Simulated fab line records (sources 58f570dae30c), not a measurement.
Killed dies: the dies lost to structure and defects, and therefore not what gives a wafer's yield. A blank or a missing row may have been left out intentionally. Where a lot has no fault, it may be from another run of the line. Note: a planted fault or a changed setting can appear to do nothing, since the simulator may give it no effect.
Comparing a struck lot with a sound one -- flow berkeleyCmos170 -- 15 out of 331 route steps
Sound: wafers L223.2, L223.3, L223.5. The struck wafers were L237.1, L237.3, L237.5. The cause comes at the end.
Per side, at each step with rows, come the tool, then ch with its chambers, and then its first start. Under that, the readings that differ: sound wafers -- struck wafers -- difference of the means -- sigmas: that difference in standard deviations of wafers without a fault.
alike: a reading whose means differ by less than 2 such deviations, as well as words and numbers matching on both sides. not compared: withheld readings; readings where some wafer has no value; bounds like >300 that might hide an equal value; numbers whose values overlap and for which the record gives no deviation.
The two part at a step that has a row with sigmas, a row that says differs or no value, or rows on one side only. Numbers that don't overlap but have no deviation are shown without sigmas and don't part them. A reading missing from all wafers of one side parts the sides only when that side holds two or more wafers.

UCB170_SACOX_THK_MEAS_02:
  sound: filmMetro-02 at day 4 20:16; struck: filmMetro-01 at day 8 05:53
  alike: SACOX_OXIDE_THK
then, 2 steps without rows for these wafers: UCB170_SCREENOX_WET_ETCH_00 (etches SiO2 in dHF, time 193.7 s); UCB170_SCREENOX_OXIDATION_01 (target thk 14.4 nm, ox time 2400 s).
UCB170_SCREENOX_THK_MEAS_02:
  sound: filmMetro-04 at day 5 01:27; struck: filmMetro-02 at day 8 11:37
  alike: SCREENOX_OXIDE_THK
then, 7 steps without rows for these wafers: UCB170_SCREENOX_ANNEAL_03 (time 900 s); UCB170_NVT_HMDS_00 (prime time 60 s); UCB170_NVT_COAT_01 (resist thk 900 nm); UCB170_NVT_SOFTBAKE_02 (time 60 s); UCB170_NVT_EXPOSE_03 (exposes mask PWELL, target cd 3000 nm); UCB170_NVT_PEB_04; UCB170_NVT_DEVELOP_05 (develop time 45 s).
UCB170_NVT_OVL_MEAS_06:
  sound: overlay-01 at day 5 06:34; struck: overlay-01 at day 8 17:53
  alike: NVT_OVL
UCB170_NVT_IMPLANT_07:
  sound on implanter-04 ch 0, day 5 06:37; struck on implanter-01 ch 0, day 8 17:55
reading,sound,struck,difference,sigmas
beamEnergyKeV,49.999 50.003 50.018,48.116 48.101 48.130,-1.891,-99 or more
model.implant.rpNm (nm),37.15 37.15 37.15,36.69 36.69 36.69,-0.46,
model.implant.drpNm (nm),18.57 18.57 18.57,18.06 18.06 18.06,-0.51,
UCB170_NVT_STRIP_08: strips in O2.
  sound on plasmaAsher-01 ch 0,1, day 5 06:45; struck on plasmaAsher-04 ch 0,1, day 8 18:04
  alike: drypumpMotorCurrentA, oesProductAu, stripTimeToEndpointS
  not compared: rfHoursCounterH
then, 1 step without rows for these wafers: UCB170_M3_PROBE_99.

== WHERE THEY PART ==
Only at UCB170_NVT_IMPLANT_07, within this record. Later steps at which nothing parts them and some readings are alike: UCB170_NVT_STRIP_08.

WHY: what the simulator had put in
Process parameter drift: implanter-01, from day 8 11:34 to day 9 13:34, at UCB170_NVT_IMPLANT_07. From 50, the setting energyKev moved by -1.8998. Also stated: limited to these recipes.
